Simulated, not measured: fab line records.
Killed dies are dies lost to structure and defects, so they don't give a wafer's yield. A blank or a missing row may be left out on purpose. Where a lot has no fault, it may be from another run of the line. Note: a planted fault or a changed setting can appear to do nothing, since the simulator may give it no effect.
Which tool is to blame? / flow berkeleyCmos170 / Sampling: 13 lots, 39 wafers, 2 of 331 route steps

== WHAT THE GAUGES READ, wafer by wafer ==
UCB170_PWELL_THK_MEAS_03. Usual: PWELL_OXIDE_THK typically reads 26.4 nm, with standard deviation 0.46.
lot=L493; measured=day 2 17:22; on=filmMetro-02; PWELL_OXIDE_THK (nm)=25.7 25.9 25.5; flag=
lot=L494; measured=day 2 17:23; on=filmMetro-01; PWELL_OXIDE_THK (nm)=26.8 26.7 26.4; flag=
lot=L495; measured=day 3 00:52; on=filmMetro-01; PWELL_OXIDE_THK (nm)=26.1 25.8 26.3; flag=
lot=L496; measured=day 3 06:18; on=filmMetro-04; PWELL_OXIDE_THK (nm)=26.3 25.9 26.6; flag=
lot=L498; measured=day 3 17:43; on=filmMetro-01; PWELL_OXIDE_THK (nm)=25.8 26.1 26.1; flag=
lot=L499; measured=day 4 01:35; on=filmMetro-01; PWELL_OXIDE_THK (nm)=26.4 26.0 26.1; flag=
lot=L500; measured=day 4 11:06; on=filmMetro-04; PWELL_OXIDE_THK (nm)=26.6 26.2 26.5; flag=
lot=L501; measured=day 4 11:07; on=filmMetro-01; PWELL_OXIDE_THK (nm)=27.2 27.3 26.8; flag=
lot=L502; measured=day 4 11:07; on=filmMetro-02; PWELL_OXIDE_THK (nm)=26.3 26.6 26.9; flag=
lot=L503; measured=day 4 16:44; on=filmMetro-04; PWELL_OXIDE_THK (nm)=26.7 26.5 26.4; flag=
lot=L508; measured=day 5 15:33; on=filmMetro-04; PWELL_OXIDE_THK (nm)=26.3 26.4 26.4; flag=
lot=L509; measured=day 5 19:54; on=filmMetro-02; PWELL_OXIDE_THK (nm)=26.2 26.3 26.9; flag=
lot=L516; measured=day 7 12:01; on=filmMetro-01; PWELL_OXIDE_THK (nm)=27.3 26.8 27.1; flag=

UCB170_GATE_THK_MEAS_05. Usual: GATE_POLY_THK typically reads 213.6 nm, with standard deviation 2.
lot=L493; measured=day 6 00:23; on=filmMetro-04; GATE_POLY_THK (nm)=216.4 213.4 217.6; flag=
lot=L494; measured=day 6 00:24; on=filmMetro-03; GATE_POLY_THK (nm)=216.0 216.8 215.6; flag=
lot=L495; measured=day 6 16:29; on=filmMetro-03; GATE_POLY_THK (nm)=214.2 213.1 213.2; flag=
lot=L496; measured=day 6 19:33; on=filmMetro-04; GATE_POLY_THK (nm)=213.5 213.6 213.7; flag=
lot=L498; measured=day 6 19:34; on=filmMetro-02; GATE_POLY_THK (nm)=212.8 213.3 213.4; flag=
lot=L499; measured=day 7 21:13; on=filmMetro-04; GATE_POLY_THK (nm)=214.6 213.7 214.3; flag=
lot=L500; measured=day 7 21:14; on=filmMetro-02; GATE_POLY_THK (nm)=217.2 216.7 214.0; flag=
lot=L501; measured=day 7 21:11; on=filmMetro-03; GATE_POLY_THK (nm)=212.9 213.2 212.0; flag=
lot=L502; measured=day 7 21:12; on=filmMetro-02; GATE_POLY_THK (nm)=217.3 213.8 215.2; flag=
lot=L503; measured=day 8 05:47; on=filmMetro-02; GATE_POLY_THK (nm)=216.0 214.6 215.5; flag=
lot=L508; measured=day 9 07:25; on=filmMetro-04; GATE_POLY_THK (nm)=215.2 216.4 214.9; flag=
lot=L509; measured=day 9 07:28; on=filmMetro-03; GATE_POLY_THK (nm)=209.6 209.6 210.4; flag=
lot=L516; measured=day 11 10:52; on=filmMetro-03; GATE_POLY_THK (nm)=212.1 211.5 211.0; flag=

== WHAT TOOL EACH LOT RAN ON (gives the tool, then ch and the chambers of the sampled wafers, and finally the start) ==
No process step before these readings appears in the record.

== WHAT THE TOOLS THEMSELVES READ (means of the sampled wafers that have a number; where no wafer has one, the mark that the record gives instead) ==
The record holds no such reading with a usual standard deviation.

== THE ANSWER, worked out from the rows above alone ==
Rule: lot off if the mean of its wafers having a number is beyond 3 standard deviations from the usual mean. Also off: a lot with no number at a reading for which 4 or more lots have one. Where the step has rows for the other lots, those lots are counted as sound. After the gauges, taken in route order, come the tools' own readings; for these a lot's mean is taken, as printed above. At the first step where some lot is off, the reading lying furthest off is the one used; lots without a number count as furthest.
None of the lots is off at any reading shown; this tells nothing.

== WHAT THE SIMULATOR HAD INSERTED ==
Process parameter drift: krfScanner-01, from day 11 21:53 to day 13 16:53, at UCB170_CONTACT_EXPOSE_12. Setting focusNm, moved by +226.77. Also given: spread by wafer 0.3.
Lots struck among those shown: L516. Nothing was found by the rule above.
